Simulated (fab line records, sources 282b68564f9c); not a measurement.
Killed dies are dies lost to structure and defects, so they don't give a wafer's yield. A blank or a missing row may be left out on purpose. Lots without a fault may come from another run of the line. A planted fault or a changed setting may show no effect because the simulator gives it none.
Which tool did it? | flow rit_cmos | 7 lots, 21 wafers sampled, at 1 step of a route of 202

WHAT THE GAUGES READ, wafer by wafer
RIT_ACTIVE_CD_MEAS_11: target cd 1400 nm.
lot  | measured    | on        | cd_nm (nm)
L125 | day 2 00:28 | cd_sem-01 | 1400.2 1401.7 1402.4
L127 | day 2 14:29 | cd_sem-02 | 1398.4 1399.0 1398.2
L136 | day 4 07:32 | cd_sem-01 | 1401.6 1400.8 1403.0
L140 | day 5 03:35 | cd_sem-01 | 1400.4 1401.5 1399.3
L142 | day 5 13:34 | cd_sem-01 | 1403.4 1402.3 1401.0
L144 | day 5 23:38 | cd_sem-02 | 1399.0 1397.1 1399.3
L146 | day 6 09:26 | cd_sem-02 | 1400.0 1397.8 1400.1

WHICH TOOL RAN EACH LOT (tool, then ch and the chambers of the sampled wafers, then the start)
The record holds no process step before these readings.

THE ANSWER, worked out from the rows above alone
Rule: what is usual is taken from the lots themselves. Put in order of their means at a reading, lots are off if they are a third of the lots or fewer, leave a main group of 4 or more, and stand apart from it by a gap of 3 or more times the standard deviation of the main group's means; of several such gaps the widest counts. A main group whose means are all the same, to the digits that the tables above print for the reading, isn't used. A lot without any number at a reading at which 4 lots or more have one is off too. The other lots that the step has rows for count as sound.
No lot is off at any reading shown: from this, nothing can be told.

WHAT THE SIMULATOR HAD PUT IN
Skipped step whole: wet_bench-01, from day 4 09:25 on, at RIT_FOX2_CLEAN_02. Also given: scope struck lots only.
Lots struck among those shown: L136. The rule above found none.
